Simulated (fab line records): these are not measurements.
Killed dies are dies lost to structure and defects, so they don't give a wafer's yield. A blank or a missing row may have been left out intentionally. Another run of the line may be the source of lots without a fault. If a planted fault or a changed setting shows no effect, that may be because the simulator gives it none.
2 desks, one fault | flow berkeleyCmos170 | what lay behind the numbers comes last; until then each desk has only its own

AT THE TOOL OWNER'S DESK: rieDiel-01
The tool's own readings at UCB170_SPACER_ETCHBACK_03 (etches SiO2 in CHF3/CF4/Ar, stops on Si, target depth 376 nm, time 100 s): means of the sampled wafers that have a number, for each lot that ran on this tool. The brackets show how far a lot's mean lies from the usual mean; more than 4 standard deviations puts the lot out of limits, marked OUT.
Columns: A = drypumpMotorCurrentA at UCB170_SPACER_ETCHBACK_03, usual 5.6 A; B = oesProductAu at UCB170_SPACER_ETCHBACK_03, usual 0.908 a.u.; C = runLengthS at UCB170_SPACER_ETCHBACK_03, usual 128.2 s; D = throttleValvePct at UCB170_SPACER_ETCHBACK_03, usual 6.44 %
lot  | first seen here | A   | B                | C               | D
L461 | day 8 23:37     | 5.7 | 0.903            | 127.8           | 6.37
L478 | day 12 19:53    | 5.8 | 0.989 (+4.5) OUT | 87.5 (-85) OUT  | 6.34
L479 | day 12 19:57    | 5.4 | 0.962            | 108.0 (-42) OUT | 6.37
Finding of this desk: L478, L479 out of limits; the first was L478 at day 12 19:53, on oesProductAu at UCB170_SPACER_ETCHBACK_03. L461 stayed within limits.

THE METROLOGY DESK
What the gauges read for every lot (on any tool): the sampled wafers with a number, averaged. The brackets show how far a lot's mean lies from the usual mean; more than 4 standard deviations puts the lot out of limits, marked OUT.
Columns: A = cdNm at UCB170_NLDD_CD_MEAS_06, usual 1200.0 nm; B = NLDD_OVL at UCB170_NLDD_OVL_MEAS_07, usual 0 nm; C = NLDD_TW at UCB170_NLDD_TW_MEAS_11, usual 2221; D = SPACER_TEOS_THK at UCB170_SPACER_THK_MEAS_01, usual 375 nm
lot  | first seen here | A      | B  | C    | D
L456 | day 7 05:40     | 1200.1 | -2 | 2225 | 370
L459 | day 8 07:07     | 1198.0 | 9  | 2212 | 374
L461 | day 8 17:17     | 1198.8 | 3  | 2222 | 376
L469 | day 10 05:41    | 1199.8 | -1 | 2228 | 377
L478 | day 12 14:50    | 1200.4 | 0  | 2197 | 377
L479 | day 12 15:39    | 1199.8 | 0  | 2230 | 378
This desk found nothing out of limits on any of the 6 lots.

BROUGHT TOGETHER
An alarm could have come from the tool owner's desk at day 12 19:53, on L478, L479.
From the metrology desk's view, nothing was out of limits.
The metrology desk holds a record of L478, L479, inside its limits.
On rieDiel-01, each named lot ran UCB170_SPACER_ETCHBACK_03.

WHAT HAD BEEN PUT IN BY THE SIMULATOR
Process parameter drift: rieDiel-01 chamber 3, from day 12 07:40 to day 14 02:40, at UCB170_SPACER_ETCHBACK_03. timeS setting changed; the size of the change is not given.
Lots struck among those shown: L478, L479.
Time in hours from fault onset to the first out-of-limits reading at each desk: the tool owner's desk, 12.
